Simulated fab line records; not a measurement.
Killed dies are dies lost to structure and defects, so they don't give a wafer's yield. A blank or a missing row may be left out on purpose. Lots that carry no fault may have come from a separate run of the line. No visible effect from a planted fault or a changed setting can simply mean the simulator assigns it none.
2 desks looking at one fault / flow berkeley-cmos170 / what lay behind the numbers comes last; until then each desk has only its own

== AT THE TOOL OWNER'S DESK: litho-track-03 ==
The tool's own readings at UCB170_PVT_COAT_01 (resist thk 900 nm): means of the sampled wafers that have a number, for each lot that ran on this tool. Marked OUT: a lot whose mean sits more than 4 standard deviations from the usual mean, which makes it out of limits; the brackets give that distance.
Columns: A = exhaust-pa at UCB170_PVT_COAT_01, usual 44.9 Pa; B = resist-line-temp-C at UCB170_PVT_COAT_01, usual 22.98 C; C = spin-speed-rpm at UCB170_PVT_COAT_01, usual 1500.0 rpm
lot=L909; first seen here=day 5 06:13; A=44.9; B=23.03; C=1499.6
lot=L914; first seen here=day 6 21:22; A=43.4; B=23.03; C=1500.9
lot=L921; first seen here=day 8 03:37; A=46.7; B=22.90; C=1451.3 (-44) OUT
lot=L922; first seen here=day 8 04:04; A=44.6; B=22.97; C=1449.8 (-46) OUT
This desk finds L921, L922 out of limits, L921 being first, at day 8 03:37 (spin-speed-rpm at UCB170_PVT_COAT_01). In limits: L909, L914.

== METROLOGY DESK ==
What the gauges read, lot by lot, whatever tool the lot ran on: means of the sampled wafers that have a number. Marked OUT: a lot whose mean sits more than 4 standard deviations from the usual mean, which makes it out of limits; the brackets give that distance.
Columns: A = NVT_OVL at UCB170_NVT_OVL_MEAS_06, usual 0 nm; B = PVT_OVL at UCB170_PVT_OVL_MEAS_06, usual 4 nm; C = cd-nm at UCB170_GATE_CD_MEAS_90, usual 349.2 nm
lot=L909; first seen here=day 5 05:04; A=-11; B=2; C=347.8
lot=L911; first seen here=day 6 09:09; A=-2; B=-1; C=348.8
lot=L913; first seen here=day 6 09:38; A=-1; B=6; C=350.3
lot=L914; first seen here=day 6 20:37; A=4; B=6; C=349.0
lot=L917; first seen here=day 7 08:40; A=-5; B=-0; C=347.8
lot=L921; first seen here=day 8 02:38; A=-4; B=-0; C=351.1
lot=L922; first seen here=day 8 02:50; A=4; B=6; C=349.7
lot=L924; first seen here=day 8 18:17; A=1; B=4; C=347.7
lot=L925; first seen here=day 8 18:49; A=0; B=6; C=347.4
lot=L926; first seen here=day 9 04:33; A=2; B=3; C=352.8
lot=L929; first seen here=day 9 18:14; A=-2; B=1; C=347.1
lot=L928; first seen here=day 9 18:25; A=5; B=5; C=349.5
lot=L931; first seen here=day 10 14:10; A=11; B=4; C=349.4
lot=L932; first seen here=day 10 14:44; A=-2; B=4; C=348.5
Result from this desk: across the 14 lots, nothing is out of limits.

== BROUGHT TOGETHER ==
At day 8 03:37, on L921, L922, the tool owner's desk was in a position to raise an alarm.
The metrology desk saw nothing out of limits.
The metrology desk has L921, L922 on record, within its limits.
On litho-track-03, each named lot ran UCB170_PVT_COAT_01.

== WHAT THE SIMULATOR HAD PUT IN ==
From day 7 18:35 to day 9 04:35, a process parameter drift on litho-track-03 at UCB170_PVT_COAT_01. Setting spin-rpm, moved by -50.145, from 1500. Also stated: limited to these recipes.
Lots struck among those shown: L921, L922.
Delay in hours, fault start to first out-of-limits reading, by desk: the tool owner's desk at 9.
